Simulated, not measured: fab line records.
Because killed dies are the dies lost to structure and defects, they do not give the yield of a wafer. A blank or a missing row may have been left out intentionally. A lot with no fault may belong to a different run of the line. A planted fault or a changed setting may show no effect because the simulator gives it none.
fab line records	flow ritCmos
record: lots: 5	wafers: 15	lastDay: 7
route steps=202 shown SDANNEAL@156 PSD@157 NSD@158 PLDD@159 NLDD@160 SILICIDE@161 CONTACT@168 M1@184
lots with no fault: from the same line, run without faults
startH: start of the lot's first displayed wafer, in hours after the record's first day	waitH: hours elapsed since this lot's preceding step	" identical to the entry in the row above	L1.1+2: one row covering several wafers at once	- no value present, or no start provided	* or withheld: withheld	< > ~ a bound
route shown NAME@n: NAME is a module with steps in the file, n the number in the route of the first one	usual: average and standard deviation across the fault-free wafers	same: alike in all rows	chamber/n: place in a boat	sites: the reading at each site	_std_site: how widely they spread, as a standard deviation	_edge_site: inner sites' mean taken away from outer sites' mean	radiusMm: for every site, how far away it sits from the centre of the wafer	mask NAME#n: copy n	behind: the most recent tool/chamber to have shaped the wafer	hold: reason for holding the lot/hours on hold/outcome of the hold	device: the n, p or np transistor that did not switch	end of line: tests run on the same wafers once the route is complete	where a step has no rows: the recipe by itself	killed: dies that structure and defects cost at the first sort, which is not the same as the wafer's yield	map: a wafer's dies, marking killed ones x, the rest . and places with no die _
set.NAME: the setting as run; set.NAME@STEP: as run at that earlier step	model.NAME: the simulator's own value behind a step, which no gauge read
a table for each step, a row for each wafer; lots at some steps of the route
services: a tool's chamber out of use, with start hour (startH, from the record's first day; less than 0 if before it), hours out, and reason
== steps ==
step: RIT_SDANNEAL_RTA_03
recipe: tempC: 1050	timeS: 5	idleTempC: 600	rampUpCPerS: 342	rampDownCPerS: 171	coolToC: 600	ambient: N2
step: RIT_SDANNEAL_RS_MEAS_04
recipe: thkMeasGauge: four-point-probe
usual: PSD_RS: 116.03/0.28
lot.wafer	tool	chamber	startH	waitH	PSD_RS[ohm/sq]
L489.2	filmMetro-04	-	59.52	0.1	116.27
L489.4	"	-	"	"	116.31
L489.6	"	-	"	"	116.20
L490.3	filmMetro-04	-	64.44	0.1	116.20
L490.4	"	-	"	"	115.96
L490.5	"	-	"	"	115.80
L498.1	filmMetro-02	-	104.17	0.0	116.08
L498.4	"	-	"	"	115.90
L498.6	"	-	"	"	116.45
L502.4	filmMetro-02	-	125.54	0.1	115.97
L502.5	"	-	"	"	116.12
L502.6	"	-	"	"	116.60
L506.1	filmMetro-02	-	149.78	0.1	115.96
L506.3	"	-	"	"	116.13
L506.6	"	-	"	"	115.99
step: RIT_SDANNEAL_RS_MEAS_05
recipe: thkMeasGauge: four-point-probe
usual: NSD_RS: 85.9/0.31
lot.wafer	tool	chamber	startH	waitH	NSD_RS[ohm/sq]
L489.2	filmMetro-04	-	59.64	0.1	85.7
L489.4	"	-	"	"	86.0
L489.6	"	-	"	"	85.4
L490.3	filmMetro-04	-	64.56	0.1	85.8
L490.4	"	-	"	"	85.9
L490.5	"	-	"	"	85.6
L498.1	filmMetro-02	-	104.29	0.1	86.0
L498.4	"	-	"	"	85.8
L498.6	"	-	"	"	85.9
L502.4	filmMetro-02	-	125.66	0.1	85.6
L502.5	"	-	"	"	86.0
L502.6	"	-	"	"	86.0
L506.1	filmMetro-02	-	149.90	0.1	86.6
L506.3	"	-	"	"	86.4
L506.6	"	-	"	"	86.6
step: RIT_SDANNEAL_RS_MEAS_06
recipe: thkMeasGauge: four-point-probe
usual: PLDD_RS: 176.8/0.44
lot.wafer	tool	chamber	startH	waitH	PLDD_RS[ohm/sq]
L489.2	filmMetro-04	-	59.76	0.1	176.3
L489.4	"	-	"	"	176.6
L489.6	"	-	"	"	176.1
L490.3	filmMetro-04	-	64.68	0.1	176.9
L490.4	"	-	"	"	177.2
L490.5	"	-	"	"	176.8
L498.1	filmMetro-02	-	104.41	0.1	176.8
L498.4	"	-	"	"	176.8
L498.6	"	-	"	"	176.7
L502.4	filmMetro-02	-	125.78	0.1	176.9
L502.5	"	-	"	"	176.9
L502.6	"	-	"	"	177.2
L506.1	filmMetro-02	-	150.02	0.1	176.8
L506.3	"	-	"	"	176.7
L506.6	"	-	"	"	176.6
step: RIT_SDANNEAL_RS_MEAS_07
recipe: thkMeasGauge: four-point-probe
usual: NLDD_RS: 151.5/0.6
lot.wafer	tool	chamber	startH	waitH	NLDD_RS[ohm/sq]
L489.2	filmMetro-04	-	59.88	0.1	152.4
L489.4	"	-	"	"	152.2
L489.6	"	-	"	"	152.4
L490.3	filmMetro-04	-	64.80	0.1	152.4
L490.4	"	-	"	"	152.7
L490.5	"	-	"	"	152.1
L498.1	filmMetro-02	-	104.53	0.1	151.5
L498.4	"	-	"	"	151.7
L498.6	"	-	"	"	151.7
L502.4	filmMetro-02	-	125.90	0.1	151.1
L502.5	"	-	"	"	151.2
L502.6	"	-	"	"	150.5
L506.1	filmMetro-02	-	150.14	0.1	151.4
L506.3	"	-	"	"	151.8
L506.6	"	-	"	"	151.9
step: RIT_SILICIDE_WET_ETCH_00
recipe: chemistry: BOE	target: SiO2	targetDepthNm: 14	timeS: 15	dry: n2Spin	dilution: 10:1	tempC: 21.5
step: RIT_SILICIDE_SPUTTER_01
recipe: material: Ti	targetThkNm: 30	powerW: 350	chamberPressurePa: 0.6451	gas: Ar	timeS: 240	substrateTempC: 25
usual: throttleValvePct: 29.8/1.5
lot.wafer	tool	chamber	startH	waitH	throttleValvePct
L489.2	pvdSputter-01	-	60.00	0.0	27.5
L489.4	"	-	"	"	31.4
L489.6	"	-	"	"	29.4
L490.3	pvdSputter-02	-	64.90	0.0	31.8
L490.4	"	-	"	"	27.1
L490.5	"	-	"	"	30.5
L498.1	pvdSputter-02	-	104.67	0.0	31.7
L498.4	"	-	"	"	30.7
L498.6	"	-	"	"	32.0
L502.4	pvdSputter-02	-	125.98	0.0	31.1
L502.5	"	-	"	"	26.8
L502.6	"	-	"	"	31.6
L506.1	pvdSputter-02	-	150.28	0.0	27.2
L506.3	"	-	"	"	30.7
L506.6	"	-	"	"	31.0
step: RIT_SILICIDE_RS_MEAS_02
recipe: thkMeasGauge: four-point-probe	reads: Ti_of_SILICIDE_SPUTTER_01
usual: SILICIDE_TI_RS: 44.5/0.55
lot.wafer	tool	chamber	startH	waitH	SILICIDE_TI_RS[ohm/sq]
L489.2	filmMetro-03	-	60.17	0.1	44.9
L489.4	"	-	"	"	44.5
L489.6	"	-	"	"	44.9
L490.3	filmMetro-03	-	65.09	0.1	44.4
L490.4	"	-	"	"	44.3
L490.5	"	-	"	"	44.2
L498.1	filmMetro-03	-	104.82	0.1	44.4
L498.4	"	-	"	"	43.8
L498.6	"	-	"	"	44.0
L502.4	filmMetro-01	-	126.19	0.1	44.9
L502.5	"	-	"	"	44.0
L502.6	"	-	"	"	44.3
L506.1	filmMetro-02	-	150.43	0.1	43.0
L506.3	"	-	"	"	43.8
L506.6	"	-	"	"	43.4
step: RIT_SILICIDE_THK_MEAS_03
recipe: thkMeasGauge: xrf	reads: Ti_of_SILICIDE_SPUTTER_01
usual: SILICIDE_TI_THK: 30.4/0.33
lot.wafer	tool	chamber	startH	waitH	SILICIDE_TI_THK[nm]
L489.2	filmMetro-03	-	60.28	0.1	30.0
L489.4	"	-	"	"	30.4
L489.6	"	-	"	"	30.3
L490.3	filmMetro-03	-	65.19	0.1	30.5
L490.4	"	-	"	"	30.6
L490.5	"	-	"	"	30.5
L498.1	filmMetro-03	-	104.94	0.1	30.5
L498.4	"	-	"	"	30.8
L498.6	"	-	"	"	30.6
L502.4	filmMetro-01	-	126.28	0.1	30.0
L502.5	"	-	"	"	30.4
L502.6	"	-	"	"	30.3
L506.1	filmMetro-02	-	150.55	0.1	31.1
L506.3	"	-	"	"	30.8
L506.6	"	-	"	"	31.1
step: RIT_SILICIDE_RTA_04
recipe: tempC: 650	timeS: 10	idleTempC: 25	rampUpS: 5	rampDownS: 5	coolToC: 25	ambient: N2
usual: wafer_temp_C_max: 653.2/1.6
lot.wafer	tool	chamber	startH	waitH	wafer_temp_C_max
L489.2	rtpAnneal-01	0	60.34	0.1	652.0
L489.4	"	0	"	"	651.8
L489.6	"	0	"	"	652.1
L490.3	rtpAnneal-02	0	65.25	0.1	655.1
L490.4	"	0	"	"	654.5
L490.5	"	0	"	"	655.4
L498.1	rtpAnneal-02	0	105.00	0.1	653.5
L498.4	"	0	"	"	655.3
L498.6	"	0	"	"	654.5
L502.4	rtpAnneal-02	0	126.34	0.1	654.4
L502.5	"	0	"	"	654.6
L502.6	"	0	"	"	655.2
L506.1	rtpAnneal-02	0	150.61	0.1	654.6
L506.3	"	0	"	"	654.1
L506.6	"	0	"	"	654.5
step: RIT_SILICIDE_WET_ETCH_05
recipe: chemistry: SPM	target: Ti	tempC: 90	timeS: 120	dry: n2Spin
step: RIT_SILICIDE_RTA_06
recipe: tempC: 750	timeS: 10	idleTempC: 25	rampUpS: 5	rampDownS: 10	coolToC: 25	ambient: N2
usual: wafer_temp_C_max: 753.4/1.9
lot.wafer	tool	chamber	startH	waitH	wafer_temp_C_max
L489.2	rtpAnneal-02	0	60.44	0.0	754.7
L489.4	"	0	"	"	754.8
L489.6	"	0	"	"	755.9
L490.3	rtpAnneal-01	0	65.36	0.0	751.8
L490.4	"	0	"	"	751.7
L490.5	"	0	"	"	751.0
L498.1	rtpAnneal-01	0	105.11	0.0	751.6
L498.4	"	0	"	"	752.0
L498.6	"	0	"	"	751.7
L502.4	rtpAnneal-01	0	126.45	0.0	751.9
L502.5	"	0	"	"	751.3
L502.6	"	0	"	"	751.4
L506.1	rtpAnneal-01	0	150.72	0.0	751.6
L506.3	"	0	"	"	751.3
L506.6	"	0	"	"	751.2
step: RIT_CONTACT_CVD_00
recipe: material: SiO2	targetThkNm: 400	precursor: TEOS	tempC: 390	timeS: 61	rfW: 400
usual: heaterPowerW: 314/54	susceptorTempC: 390.01/0.22
lot.wafer	tool	chamber	startH	waitH	heaterPowerW	susceptorTempC	model.SiO2_of_CONTACT_CVD_00.thkNm
L489.2	pecvd-04	2	60.50	0.0	281	390.02	395.2
L489.4	"	1	"	"	276	389.84	405.3
L489.6	"	2	"	"	291	390.26	409.1
L490.3	pecvd-03	2	65.40	0.0	373	390.26	395.7
L490.4	"	2	"	"	381	389.96	397.5
L490.5	"	0	"	"	337	390.46	393.1
L498.1	pecvd-04	0	105.17	0.1	361	390.03	377.1
L498.4	"	0	"	"	258	389.78	382.6
L498.6	"	1	"	"	263	389.94	390.3
L502.4	pecvd-01	0	126.51	0.0	239	390.24	407.4
L502.5	"	1	"	"	359	389.89	394.5
L502.6	"	2	"	"	364	389.81	394.6
L506.1	pecvd-03	1	150.78	0.1	230	389.59	400.6
L506.3	"	0	"	"	319	389.97	387
L506.6	"	0	"	"	331	390.04	395.6
step: RIT_CONTACT_THK_MEAS_01
recipe: reads: SiO2_of_CONTACT_CVD_00
usual: CONTACT_TEOS_THK: 399/5.9
lot.wafer	tool	chamber	startH	waitH	CONTACT_TEOS_THK[nm]
L489.2	filmMetro-02	-	60.56	0.0	395
L489.4	"	-	"	"	405
L489.6	"	-	"	"	409
L490.3	filmMetro-02	-	65.47	0.0	396
L490.4	"	-	"	"	397
L490.5	"	-	"	"	393
L498.1	filmMetro-04	-	105.25	0.1	377
L498.4	"	-	"	"	383
L498.6	"	-	"	"	390
L502.4	filmMetro-03	-	126.57	0.0	407
L502.5	"	-	"	"	395
L502.6	"	-	"	"	395
L506.1	filmMetro-03	-	150.83	0.0	401
L506.3	"	-	"	"	387
L506.6	"	-	"	"	395
step: RIT_CONTACT_HMDS_02
recipe: primeTimeS: 60	primeTempC: 140
step: RIT_CONTACT_COAT_03
recipe: resist: NOVOLAK	spinRpm: 3250	resistThkNm: 1000
step: RIT_CONTACT_SOFTBAKE_04
recipe: resist: NOVOLAK	tempC: 90	timeS: 60
step: RIT_CONTACT_EXPOSE_05
recipe: maskId: M11	na: 0.6	sourceShape: conventional	sigmaOuter: 0.5	targetCdNm: 1000	doseMj: 250
step: RIT_CONTACT_PEB_06
recipe: resist: NOVOLAK	tempC: withheld	timeS: withheld
step: RIT_CONTACT_DEVELOP_07
recipe: resist: NOVOLAK	developTimeS: 120	devTempC: 23.46
step: RIT_CONTACT_CD_MEAS_08
recipe: targetCdNm: 1000
usual: cdNm: 1001.3/2.2
lot.wafer	tool	chamber	startH	waitH	cdNm
L489.2	cdSem-02	-	61.60	-	1003.4
L489.4	"	-	"	"	1002.4
L489.6	"	-	"	"	1002.4
L490.3	cdSem-02	-	66.52	-	1000.0
L490.4	"	-	"	"	998.0
L490.5	"	-	"	"	998.2
L498.1	cdSem-02	-	106.37	-	1004.3
L498.4	"	-	"	"	1001.7
L498.6	"	-	"	"	1001.4
L502.4	cdSem-02	-	127.62	-	1002.3
L502.5	"	-	"	"	1001.8
L502.6	"	-	"	"	1002.1
L506.1	cdSem-02	-	151.98	-	1000.2
L506.3	"	-	"	"	1000.8
L506.6	"	-	"	"	1000.5
step: RIT_CONTACT_OVL_MEAS_09
usual: CONTACT_OVL: -0.8/1.2
lot.wafer	tool	chamber	startH	waitH	CONTACT_OVL[nm]
L489.2	overlay-01	-	61.70	0.1	-1.6
L489.4	"	-	"	"	-1.7
L489.6	"	-	"	"	-1.8
L490.3	overlay-02	-	66.61	0.1	-0.3
L490.4	"	-	"	"	-3.9
L490.5	"	-	"	"	-0.7
L498.1	overlay-02	-	106.49	0.1	0.6
L498.4	"	-	"	"	-0.7
L498.6	"	-	"	"	-1.2
L502.4	overlay-02	-	127.70	0.1	-0.6
L502.5	"	-	"	"	1.0
L502.6	"	-	"	"	-0.3
L506.1	overlay-02	-	152.10	0.1	-1.2
L506.3	"	-	"	"	-0.5
L506.6	"	-	"	"	-0.3
step: RIT_CONTACT_HARDBAKE_10
recipe: resist: NOVOLAK	tempC: 140	timeS: 60
step: RIT_CONTACT_ETCH_11
recipe: targetDepthA: 4800	overEtchFrac: 0.2	stopOn: TiSi2	chemistry: CHF3/CF4/Ar	target: SiO2	CHF3_flow_sccm: 50	cf4FlowSccm: 10	Ar_flow_sccm: 100	O2_flow_sccm: 5	pressureMtorr: 100	rfW: 200	timeS: 320
usual: drypumpMotorCurrentA: 5.8/0.34	oesProductAu: 0.987/0.017	throttleValvePct: 8.85/0.13
lot.wafer	tool	chamber	startH	waitH	drypumpMotorCurrentA	oesProductAu	rfHoursCounterH	throttleValvePct	model.etch.depthNm	model.CONTACT.featureDepthNm
L489.2	rieDiel-02	2	61.88	0.1	5.7	0.968	82	9.07	395.2	395.2
L489.4	"	1	"	"	5.9	0.986	63	8.92	405.3	405.3
L489.6	"	1	"	"	5.9	0.980	-	8.89	409.1	409.2
L490.3	rieDiel-04	0	66.78	0.1	6.3	1.008	19	8.83	395.7	395.7
L490.4	"	3	"	"	5.3	1.016	108	8.99	397.5	397.5
L490.5	"	3	"	"	5.3	1.015	-	8.98	393.1	393.1
L498.1	rieDiel-01	3	106.68	0.1	6.1	0.995	37	8.68	377.1	377.1
L498.4	"	0	"	"	6.5	0.956	4	9.05	382.6	382.6
L498.6	"	0	"	"	6.5	0.963	-	9.04	390.3	390.3
L502.4	rieDiel-04	1	127.89	0.1	6.0	0.987	100	8.89	407.4	407.4
L502.5	"	0	"	"	6.3	1.014	-	8.83	394.5	394.5
L502.6	"	1	"	"	6.0	0.978	-	8.88	394.6	394.6
L506.1	rieDiel-01	1	152.29	0.1	5.7	0.977	7	8.69	400.6	400.6
L506.3	"	0	"	"	6.5	0.968	5	9.05	387	387
L506.6	"	1	"	"	5.7	0.976	-	8.71	395.6	395.6
step: RIT_CONTACT_STRIP_12
recipe: chemistry: O2	timeS: 180	resist: NOVOLAK	platenTempC: withheld	powerW: 500	pressureMtorr: 4000	o2FlowSccm: 4000
usual: drypumpMotorCurrentA: 5.6/0.43
lot.wafer	tool	chamber	startH	waitH	drypumpMotorCurrentA	rfHoursCounterH
L489.2	plasmaAsher-02	0	62.08	0.1	5.6	26
L489.4	"	0	"	"	5.6	-
L489.6	"	1	"	"	5.7	-
L490.3	plasmaAsher-02	0	67.04	0.2	5.6	-
L490.4	"	1	"	"	5.7	-
L490.5	"	1	"	"	5.7	-
L498.1	plasmaAsher-01	1	106.87	0.1	5.9	48
L498.4	"	0	"	"	5.1	-
L498.6	"	1	"	"	5.9	-
L502.4	plasmaAsher-02	1	128.15	0.2	5.7	-
L502.5	"	1	"	"	5.7	-
L502.6	"	0	"	"	5.6	-
L506.1	plasmaAsher-02	1	152.48	0.1	5.7	35
L506.3	"	0	"	"	5.6	-
L506.6	"	1	"	"	5.7	-
step: RIT_CONTACT_CD_MEAS_90
recipe: targetCdNm: 1000
usual: cdNm: 1001.2/2.3
lot.wafer	tool	chamber	startH	waitH	cdNm
L489.2	cdSem-02	-	62.27	0.1	1003.7
L489.4	"	-	"	"	1002.6
L489.6	"	-	"	"	1002.4
L490.3	cdSem-02	-	67.19	0.1	1000.4
L490.4	"	-	"	"	997.4
L490.5	"	-	"	"	997.7
L498.1	cdSem-01	-	107.05	0.1	1004.1
L498.4	"	-	"	"	1001.4
L498.6	"	-	"	"	1001.1
L502.4	cdSem-01	-	128.32	0.1	1002.6
L502.5	"	-	"	"	1001.8
L502.6	"	-	"	"	1002.5
L506.1	cdSem-01	-	152.66	0.1	1000.5
L506.3	"	-	"	"	1000.3
L506.6	"	-	"	"	999.9
step: RIT_CONTACT_CLEAN_13
recipe: chemistry: SC1	mix: 3:3:50	timeS: 600	tempC: 75
step: RIT_CONTACT_CLEAN_14
recipe: chemistry: SC2	mix: 3:3:50	timeS: 600	tempC: 75	dry: n2Spin
step: RIT_M1_SPUTTER_00
recipe: material: Al	targetThkNm: 400	powerW: 2000	chamberPressurePa: 0.4	gas: Ar	timeS: 500	substrateTempC: 25
usual: throttleValvePct: 30.0/1.3
lot.wafer	tool	chamber	startH	waitH	throttleValvePct
L489.2	pvdSputter-03	-	62.72	0.0	30.5
L489.4	"	-	"	"	30.3
L489.6	"	-	"	"	30.9
L490.3	pvdSputter-04	-	67.64	0.0	28.3
L490.4	"	-	"	"	29.7
L490.5	"	-	"	"	31.8
L498.1	pvdSputter-04	-	107.52	0.0	28.7
L498.4	"	-	"	"	32.2
L498.6	"	-	"	"	28.0
L502.4	pvdSputter-04	-	128.75	0.0	27.9
L502.5	"	-	"	"	29.8
L502.6	"	-	"	"	32.3
L506.1	pvdSputter-04	-	153.13	0.0	27.9
L506.3	"	-	"	"	29.6
L506.6	"	-	"	"	32.0
step: RIT_M1_RS_MEAS_01
recipe: thkMeasGauge: four-point-probe	reads: Al_of_M1_SPUTTER_00
usual: M1_AL_RS: 0.0743/0.00086
lot.wafer	tool	chamber	startH	waitH	M1_AL_RS[ohm/sq]
L489.2	filmMetro-02	-	63.04	0.2	0.0749
L489.4	"	-	"	"	0.0746
L489.6	"	-	"	"	0.0742
L490.3	filmMetro-02	-	67.97	0.2	0.0742
L490.4	"	-	"	"	0.0739
L490.5	"	-	"	"	0.0747
L498.1	filmMetro-01	-	107.81	0.1	0.0749
L498.4	"	-	"	"	0.0751
L498.6	"	-	"	"	0.0747
L502.4	filmMetro-02	-	129.10	0.2	0.0732
L502.5	"	-	"	"	0.0736
L502.6	"	-	"	"	0.0738
L506.1	filmMetro-04	-	153.42	0.1	0.0732
L506.3	"	-	"	"	0.0737
L506.6	"	-	"	"	0.0737
step: RIT_M1_THK_MEAS_02
recipe: thkMeasGauge: xrf	reads: Al_of_M1_SPUTTER_00
usual: M1_AL_THK: 383/4.7
lot.wafer	tool	chamber	startH	waitH	M1_AL_THK[nm]
L489.2	filmMetro-02	-	63.15	0.1	383
L489.4	"	-	"	"	386
L489.6	"	-	"	"	385
L490.3	filmMetro-02	-	68.07	0.1	384
L490.4	"	-	"	"	388
L490.5	"	-	"	"	384
L498.1	filmMetro-01	-	107.93	0.1	381
L498.4	"	-	"	"	382
L498.6	"	-	"	"	381
L502.4	filmMetro-02	-	129.19	0.1	391
L502.5	"	-	"	"	388
L502.6	"	-	"	"	384
L506.1	filmMetro-04	-	153.54	0.1	385
L506.3	"	-	"	"	384
L506.6	"	-	"	"	382
step: RIT_M1_HMDS_03
recipe: primeTimeS: 60	primeTempC: 140
step: RIT_M1_COAT_04
recipe: resist: NOVOLAK	spinRpm: 2000	resistThkNm: 1322
step: RIT_M1_SOFTBAKE_05
recipe: resist: NOVOLAK	tempC: 90	timeS: 60
step: RIT_M1_EXPOSE_06
recipe: maskId: M12	na: 0.6	sourceShape: conventional	sigmaOuter: 0.5	targetCdNm: 2600	doseMj: 250
step: RIT_M1_PEB_07
recipe: resist: NOVOLAK	tempC: withheld	timeS: withheld
step: RIT_M1_DEVELOP_08
recipe: resist: NOVOLAK	developTimeS: 68	devTempC: 23
step: RIT_M1_CD_MEAS_09
recipe: targetCdNm: 2600
usual: cdNm: 2599.2/2.7
lot.wafer	tool	chamber	startH	waitH	cdNm
L489.2	cdSem-02	-	64.10	-	2598.5
L489.4	"	-	"	"	2597.8
L489.6	"	-	"	"	2596.2
L490.3	cdSem-02	-	69.21	-	2602.0
L490.4	"	-	"	"	2601.0
L490.5	"	-	"	"	2601.8
L498.1	cdSem-02	-	109.00	-	2599.6
L498.4	"	-	"	"	2599.7
L498.6	"	-	"	"	2599.1
L502.4	cdSem-02	-	130.30	-	2604.0
L502.5	"	-	"	"	2604.4
L502.6	"	-	"	"	2604.0
L506.1	cdSem-01	-	154.71	-	2598.7
L506.3	"	-	"	"	2601.3
L506.6	"	-	"	"	2598.1
step: RIT_M1_OVL_MEAS_10
usual: M1_OVL: 0.7/1.5
lot.wafer	tool	chamber	startH	waitH	M1_OVL[nm]
L489.2	overlay-02	-	64.20	0.1	1.4
L489.4	"	-	"	"	0.7
L489.6	"	-	"	"	2.6
L490.3	overlay-02	-	69.30	0.1	1.3
L490.4	"	-	"	"	3.1
L490.5	"	-	"	"	2.5
L498.1	overlay-02	-	109.12	0.1	-1.0
L498.4	"	-	"	"	-0.5
L498.6	"	-	"	"	-1.6
L502.4	overlay-02	-	130.38	0.1	-0.5
L502.5	"	-	"	"	0.1
L502.6	"	-	"	"	0.5
L506.1	overlay-01	-	154.83	0.1	0.9
L506.3	"	-	"	"	2.4
L506.6	"	-	"	"	1.9
step: RIT_M1_HARDBAKE_11
recipe: resist: NOVOLAK	tempC: 140	timeS: 120
step: RIT_M1_METAL_ETCH_12
recipe: stopOn: SiO2	chemistry: Cl2/BCl3	target: Al	timeS: 165	overEtchFrac: 0.5	pressureMtorr: 100	targetDepthA: 6000	rfW: 250	Cl2_flow_sccm: 60	bcl3FlowSccm: 50
usual: bcl3FlowSccm: 50.00/0.16	drypumpMotorCurrentA: 5.7/0.62	oesProductAu: 0.764/0.016	throttleValvePct: 8.31/0.068
lot.wafer	tool	chamber	startH	waitH	bcl3FlowSccm	drypumpMotorCurrentA	oesProductAu	rfHoursCounterH	throttleValvePct	model.SiO2_of_CONTACT_CVD_00.thkNm
L489.2	rieMetal-01	1	64.48	0.2	49.78	5.0	0.765	2	8.38	357
L489.4	"	1	"	"	49.94	5.0	0.769	-	8.38	366.8
L489.6	"	0	"	"	50.27	6.0	0.786	-	8.31	371.7
L490.3	rieMetal-03	0	69.63	0.2	50.13	5.9	0.756	-	8.32	359.7
L490.4	"	1	"	"	50.02	6.6	0.771	-	8.17	358.9
L490.5	"	1	"	"	49.90	6.6	0.765	-	8.17	354.3
L498.1	rieMetal-01	0	109.41	0.2	50.14	6.1	0.774	3	8.28	339.9
L498.4	"	0	"	"	50.31	6.0	0.784	-	8.29	345.4
L498.6	"	1	"	"	49.78	5.0	0.774	-	8.39	352.3
L502.4	rieMetal-03	1	130.70	0.1	49.94	6.6	0.770	-	8.17	369.5
L502.5	"	0	"	"	49.96	5.9	0.762	-	8.33	358.6
L502.6	"	1	"	"	50.17	6.6	0.769	-	8.18	356.7
L506.1	rieMetal-01	0	155.11	0.2	49.82	6.0	0.795	3	8.28	363.3
L506.3	"	1	"	"	50.21	5.0	0.766	-	8.39	349
L506.6	"	0	"	"	50.00	6.0	0.793	-	8.30	358.3
step: RIT_M1_STRIP_13
recipe: chemistry: nmp	resist: NOVOLAK	tempC: 80	timeS: 600	dry: n2Spin
step: RIT_M1_PROBE_99
usual: killedAtContacts: 0.1/0.24	killedAtFrontEnd: 6.7/2.9	killedDies: 6.8/2.9	killedOpen: 3.5/1.8	killedShort: 3.3/2.1
same: grossDies: 264	killed_at_M0_to_M3: 0	killed_at_M4_up: 0	killedAtBackSide: 0	killedAtOther: 0
lot.wafer	tool	chamber	startH	waitH	killedAtContacts	killedAtFrontEnd	killedDies	killedOpen	killedShort
L489.2	prober-02	-	66.79	0.1	0	5	5	1	4
L489.4	prober-02	-	66.89	0.2	0	6	6	4	2
L489.6	prober-02	-	66.99	0.2	0	9	9	2	6
L490.3	prober-01	-	71.93	0.2	0	11	11	6	5
L490.4	prober-01	-	71.98	0.2	0	5	5	3	2
L490.5	prober-01	-	72.03	0.2	0	5	5	2	3
L502.4	prober-01	-	133.05	0.2	0	12	12	7	5
L502.5	prober-01	-	133.10	0.2	0	10	10	4	6
L502.6	prober-01	-	133.15	0.2	0	9	9	4	5
L506.1	prober-02	-	157.36	0.1	0	11	11	6	5
L506.3	prober-02	-	157.46	0.2	0	6	6	2	4
L506.6	prober-02	-	157.61	0.2	0	8	8	4	4
killed by level:class
L489.2 FOX1:geometricParticle:short=2 REOX:geometricParticle:open=1 REOX:geometricParticle:short=1 SPACER:geometricParticle:short=1
L489.4 GATE:geometricParticle:open=2 SPACER:geometricParticle:open=2 GATE:geometricParticle:short=1 REOX:geometricParticle:short=1
L489.6 GATE:geometricParticle:short=2 SPACER:geometricParticle:short=2 FOX1:geometricParticle:short=1 REOX:geometricParticle:open=1 REOX:geometricParticle:short=1 SPACER:geometricParticle:open=1 PWELL:coatMicrobubblePrinted=1
L490.3 GATE:geometricParticle:open=4 REOX:geometricParticle:short=2 FOX2:geometricParticle:short=1 GATE:geometricParticle:short=1 REOX:geometricParticle:open=1 SPACER:geometricParticle:open=1 SILICIDE:geometricParticle:short=1
L490.4 GATE:geometricParticle:short=2 FOX1:geometricParticle:open=1 SPACER:geometricParticle:open=1 SILICIDE:geometricParticle:open=1
L490.5 FOX1:geometricParticle:short=1 FOX2:geometricParticle:open=1 FOX2:geometricParticle:short=1 GATE:geometricParticle:short=1 SILICIDE:geometricParticle:open=1
L502.4 REOX:geometricParticle:short=3 FOX1:geometricParticle:open=2 GATE:geometricParticle:open=2 GATE:geometricParticle:short=1 REOX:geometricParticle:open=1 SPACER:geometricParticle:open=1 SILICIDE:geometricParticle:short=1 SILICIDE:geometricParticle:open=1
L502.5 SILICIDE:geometricParticle:short=4 SPACER:geometricParticle:open=2 FOX2:geometricParticle:short=1 GATE:geometricParticle:short=1 REOX:geometricParticle:open=1 SILICIDE:geometricParticle:open=1
L502.6 GATE:geometricParticle:open=3 REOX:geometricParticle:short=2 ACTIVE:geometricParticle:short=1 GATE:geometricParticle:short=1 SPACER:geometricParticle:short=1 SILICIDE:geometricParticle:open=1
L506.1 SILICIDE:geometricParticle:open=3 FOX1:geometricParticle:short=2 GATE:geometricParticle:open=2 SILICIDE:geometricParticle:short=2 GATE:geometricParticle:short=1 REOX:geometricParticle:open=1
L506.3 FOX1:geometricParticle:short=2 GATE:geometricParticle:open=1 GATE:geometricParticle:short=1 SPACER:geometricParticle:short=1 SPACER:geometricParticle:open=1
L506.6 GATE:geometricParticle:open=3 GATE:geometricParticle:short=3 SILICIDE:geometricParticle:short=1 SILICIDE:geometricParticle:open=1
== services ==
tool	chamber	startH	hours	kind
rieMetal-03	-	38.49	0.1	repair
pecvd-01	-	43.23	2.8	pm
pvdSputter-03	-	52.47	2.4	repair
rieDiel-01	1	59.20	21.4	repair
rieDiel-04	-	62.88	2.8	pm
rieDiel-04	3	70.85	2.9	repair
rieDiel-02	3	78.01	6.5	repair
pvdSputter-03	-	78.66	2.7	repair
pecvd-03	-	80.27	0.7	repair
rieDiel-01	2	80.58	-	clean
rieDiel-01	2	80.58	10.5	scheduledDown
rieDiel-01	2	80.58	10.5	ventCycle
plasmaAsher-02	-	86.70	8.5	repair
pecvd-04	2	102.56	9.9	repair
plasmaAsher-02	-	108.22	1.9	repair
rieMetal-01	-	111.20	0.1	repair
plasmaAsher-01	-	115.41	1.7	repair
rieMetal-03	-	136.12	20.0	pm
rieMetal-03	0	136.12	20.0	ventCycle
rieMetal-03	1	136.12	20.0	ventCycle
rieMetal-01	0	143.67	9.1	repair
rtpAnneal-02	-	151.11	1.1	pm
== key ==
firstSign: step: RIT_CONTACT_THK_MEAS_01	reading: CONTACT_TEOS_THK	direction: down	sigmas: 3.2	usual: 399	struck: 380
effect none on later readings
modelEffect: step: RIT_CONTACT_CVD_00	value: SiO2_of_CONTACT_CVD_00.thkNm	without: 398.5	struck: 379.8
modelEffect: step: RIT_CONTACT_ETCH_11	value: etch.depthNm	without: 398.5	struck: 379.8
modelEffect: step: RIT_M1_METAL_ETCH_12	value: SiO2_of_CONTACT_CVD_00.thkNm	without: 361.4	struck: 342.6
metAt RIT_CONTACT_CVD_00
struckWafers L498.1,L498.4
testerLeftOut L498
fault: kind: processParameterDrift	tool: pecvd-04	chamber: 0	onsetH: 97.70	steps: RIT_CONTACT_CVD_00	channel: targetThkNm	offset: -18.763	shape: step	endH: 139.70	stated: 400
testerLeftOut: of these lots the tester's yield and bins aren't shown, on N5 and GAA mostly nor the transistor test; their killed dies are dies lost to structure and defects alone, not to doping, threshold or leakage, so they don't give the yield
